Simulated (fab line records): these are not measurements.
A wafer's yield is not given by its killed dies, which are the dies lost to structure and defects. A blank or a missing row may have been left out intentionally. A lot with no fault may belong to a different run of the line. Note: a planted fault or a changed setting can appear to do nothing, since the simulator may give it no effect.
Which tool is to blame?    flow berkeley_cmos170    42 wafers from 14 lots sampled at 4 of the route's 331 steps

WHAT EACH GAUGE READ, for each wafer
UCB170_SDANNEAL_RS_MEAS_05: a four-point-probe measurement. Usual: NLDD_RS 616.4 ohm/sq, standard deviation 1.3.
lot   measured      on             NLDD_RS (ohm/sq)   flag
L313  day 7 10:00   film_metro-02  616.5 618.7 617.7  
L312  day 7 11:50   film_metro-04  616.3 615.2 616.3  
L314  day 7 16:20   film_metro-02  615.3 615.2 616.6  
L317  day 8 11:31   film_metro-02  615.2 615.8 615.9  
L316  day 8 12:02   film_metro-01  615.4 616.1 614.6  
L318  day 8 17:09   film_metro-04  615.8 613.8 615.6  
L321  day 9 11:35   film_metro-02  615.5 615.7 615.8  
L322  day 9 12:04   film_metro-04  616.7 616.4 616.5  
L325  day 10 07:29  film_metro-01  617.1 616.3 618.1  
L327  day 10 16:11  film_metro-04  616.6 614.8 616.5  
L326  day 10 16:29  film_metro-01  616.7 616.2 616.9  
L328  day 10 17:07  film_metro-02  618.4 618.1 616.9  
L332  day 11 19:09  film_metro-04  618.6 618.7 616.2  
L333  day 11 19:28  film_metro-01  617.0 617.3 617.8  

UCB170_V2_THK_MEAS_01. Usual: V2_TEOS_THK 1999 nm, standard deviation 31.
lot   measured      on             V2_TEOS_THK (nm)  flag
L313  day 8 03:59   film_metro-03  1958 2000 1966    
L312  day 8 04:37   film_metro-04  1998 1996 2054    
L314  day 8 11:40   film_metro-03  1988 2036 2001    
L317  day 9 05:54   film_metro-03  1961 1966 2007    
L316  day 9 05:41   film_metro-04  1999 1996 2069    
L318  day 9 11:55   film_metro-02  1961 1990 2002    
L321  day 10 07:09  film_metro-03  2032 1979 2028    
L322  day 10 07:02  film_metro-02  1966 1995 2030    
L325  day 11 06:28  film_metro-03  1988 1999 2013    
L327  day 11 11:00  film_metro-02  1968 2050 1981    
L326  day 11 10:47  film_metro-04  1961 1986 2030    
L328  day 11 17:12  film_metro-02  1990 2041 2018    
L332  day 12 12:35  film_metro-04  2021 2004 2009    
L333  day 12 15:26  film_metro-02  1960 1943 1948    

UCB170_M3_CD_MEAS_15 targets a cd of 700 nm. Usual: cd_nm reads 700.1 nm (standard deviation 1.2).
lot   measured      on         cd_nm (nm)         flag
L313  day 8 08:16   cd_sem-01  700.2 698.6 700.3  
L312  day 8 09:16   cd_sem-02  700.6 698.7 699.7  
L314  day 8 16:19   cd_sem-02  700.0 699.9 699.3  
L317  day 9 11:11   cd_sem-01  698.5 699.5 699.6  
L316  day 9 10:38   cd_sem-01  702.2 702.3 701.3  
L318  day 9 17:18   cd_sem-01  700.3 701.0 701.5  
L321  day 10 13:02  cd_sem-01  702.5 700.5 702.6  
L322  day 10 12:46  cd_sem-02  698.6 697.8 698.3  
L325  day 11 12:11  cd_sem-02  700.4 699.7 701.0  
L327  day 11 16:45  cd_sem-01  701.0 701.4 700.2  
L326  day 11 16:40  cd_sem-02  701.5 701.7 701.9  
L328  day 11 21:35  cd_sem-02  699.7 699.2 698.4  
L332  day 12 17:43  cd_sem-02  701.5 701.1 700.5  
L333  day 12 19:59  cd_sem-02  700.9 702.5 701.1  

TOOL THAT RAN EACH LOT (tool first, then ch and the chambers of the sampled wafers, then the start)
lot   UCB170_V1_CVD_00
L313  pecvd-02 ch 0,2, day 7 22:44
L312  pecvd-01 ch 0,2, day 7 22:44
L314  pecvd-02 ch 0,1,2, day 8 06:05
L317  pecvd-03 ch 0,2, day 9 00:35
L316  pecvd-01 ch 0,1,2, day 9 00:40
L318  pecvd-02 ch 0,1,2, day 9 04:50
L321  pecvd-03 ch 1,2, day 9 23:32
L322  pecvd-02 ch 0,1,2, day 9 23:32
L325  pecvd-03 ch 0,1,2, day 10 20:15
L327  pecvd-01 ch 1,2, day 11 02:45
L326  pecvd-03 ch 0,1,2, day 11 02:45
L328  pecvd-03 ch 0,2, day 11 09:12
L332  pecvd-02 ch 0,2, day 12 06:08
L333  pecvd-01 ch 0,1,2, day 12 08:48
- UCB170_V1_CVD_00: deposits SiO2 from TEOS/O2, target thk 2000 nm, time 250 s.

WHAT THE TOOLS THEMSELVES READ (means of the sampled wafers that have a number; where no wafer has one, the mark that the record gives instead)
UCB170_V1_CVD_00. Usual: heater_power_w reads 249 W (standard deviation 49).
lot   tool      heater_power_w (W)  flag
L313  pecvd-02  198                 
L312  pecvd-01  247                 
L314  pecvd-02  260                 
L317  pecvd-03  238                 
L316  pecvd-01  236                 
L318  pecvd-02  281                 
L321  pecvd-03  258                 
L322  pecvd-02  247                 
L325  pecvd-03  253                 
L327  pecvd-01  211                 
L326  pecvd-03  239                 
L328  pecvd-03  213                 
L332  pecvd-02  259                 
L333  pecvd-01  258                 

THE ANSWER, worked out from the rows above alone
Rule: lot off if the mean of its wafers having a number is beyond 3 standard deviations from the usual mean. A lot without any number at a reading at which 4 lots or more have one is off too. All remaining lots with rows at the step are treated as sound. The gauges are gone through in route order, then the tools' own readings, and for those a lot's mean is taken as printed above. The first step at which some lot is off is used, and at that step the reading that is off furthest; a lot without a number counts as furthest.
None of the lots is off at any reading shown; this tells nothing.

WHAT THE SIMULATOR PUT IN
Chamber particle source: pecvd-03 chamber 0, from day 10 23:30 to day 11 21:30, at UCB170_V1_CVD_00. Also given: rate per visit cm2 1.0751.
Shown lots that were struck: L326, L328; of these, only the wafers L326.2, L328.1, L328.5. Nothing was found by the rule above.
